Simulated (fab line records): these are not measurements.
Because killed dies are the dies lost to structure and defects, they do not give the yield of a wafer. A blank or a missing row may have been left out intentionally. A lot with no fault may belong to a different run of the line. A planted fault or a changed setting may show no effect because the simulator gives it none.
The same fault as seen by 2 desks || flow rit_cmos || what lay behind the numbers comes last; until then each desk has only its own

== THE METROLOGY DESK ==
Means of the sampled wafers that have a number, per lot and without regard to the tool the lot ran on: this is what the gauges read. A lot is out of limits, marked OUT, if its mean lies more than 4 standard deviations from the usual mean; the brackets give that distance.
Columns: A = PWELL_TW at RIT_PWELL_TW_MEAS_10, usual 954; B = PWELL_RS at RIT_WELLDRIVE_RS_MEAS_02, usual 429.7 ohm/sq
{"lot": "L433", "first seen here": "day 1 23:21", "A": 952, "B": 430.6}
{"lot": "L436", "first seen here": "day 2 14:57", "A": 955, "B": 430.9}
{"lot": "L437", "first seen here": "day 2 19:41", "A": 956, "B": 430.1}
{"lot": "L438", "first seen here": "day 3 00:02", "A": 952, "B": 429.7}
{"lot": "L440", "first seen here": "day 3 11:16", "A": 953, "B": 428.8}
{"lot": "L441", "first seen here": "day 3 16:44", "A": 948, "B": 430.0}
{"lot": "L442", "first seen here": "day 3 20:26", "A": 952, "B": 429.8}
{"lot": "L444", "first seen here": "day 4 06:23", "A": "975 (+4.6) OUT", "B": "405.5 (-24) OUT"}
{"lot": "L449", "first seen here": "day 5 07:47", "A": "985 (+7.0) OUT", "B": "404.9 (-25) OUT"}
{"lot": "L450", "first seen here": "day 5 14:11", "A": 954, "B": 430.1}
{"lot": "L451", "first seen here": "day 5 20:14", "A": 956, "B": 428.2}
{"lot": "L453", "first seen here": "day 6 04:17", "A": 955, "B": 428.6}
{"lot": "L455", "first seen here": "day 6 14:17", "A": 956, "B": 431.1}
{"lot": "L456", "first seen here": "day 6 18:06", "A": 953, "B": 430.3}
This desk's result: L444, L449 out of limits, first on L444 (PWELL_TW at RIT_PWELL_TW_MEAS_10), day 4 06:23. L433, L436, L437, L438, L440, L441, L442, L450, L451, L453, L455, L456 stayed within limits.

== DESK OF THE TOOL OWNER: implanter-04 ==
RIT_PWELL_IMPLANT_08, tool's own readings: per-lot mean of the sampled wafers with a number, covering each lot this tool ran. A lot is out of limits, marked OUT, if its mean lies more than 4 standard deviations from the usual mean; the brackets give that distance.
Columns: A = dose_ions_cm2 at RIT_PWELL_IMPLANT_08, usual 7e+13; B = faraday_current_uA at RIT_PWELL_IMPLANT_08, usual 222
{"lot": "L433", "first seen here": "day 1 23:01", "A": 7e+13, "B": 223}
{"lot": "L436", "first seen here": "day 2 14:38", "A": 7e+13, "B": 225}
{"lot": "L441", "first seen here": "day 3 16:26", "A": 7e+13, "B": 225}
{"lot": "L444", "first seen here": "day 4 06:04", "A": "8e+13 (+99 or more) OUT", "B": "245 (+4.8) OUT"}
{"lot": "L449", "first seen here": "day 5 07:27", "A": "8e+13 (+99 or more) OUT", "B": "248 (+5.4) OUT"}
This desk's verdict: out of limits on L444, L449, starting with L444 at day 4 06:04 (dose_ions_cm2 at RIT_PWELL_IMPLANT_08). L433, L436, L441 stayed within limits.

== BROUGHT TOGETHER ==
At day 4 06:04, on L444, L449, the tool owner's desk was in a position to raise an alarm.
Metrology desk: alarm possible at day 4 06:23 on L444, L449.
The lots listed all ran RIT_PWELL_IMPLANT_08 on implanter-04.

== WHAT THE SIMULATOR PUT IN ==
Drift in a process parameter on implanter-04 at RIT_PWELL_IMPLANT_08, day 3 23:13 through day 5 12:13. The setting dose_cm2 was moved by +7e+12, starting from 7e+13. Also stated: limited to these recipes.
Lots struck among those shown: L444, L449.
Time in hours from fault onset to the first out-of-limits reading at each desk: tool owner's desk 7, metrology desk 7.
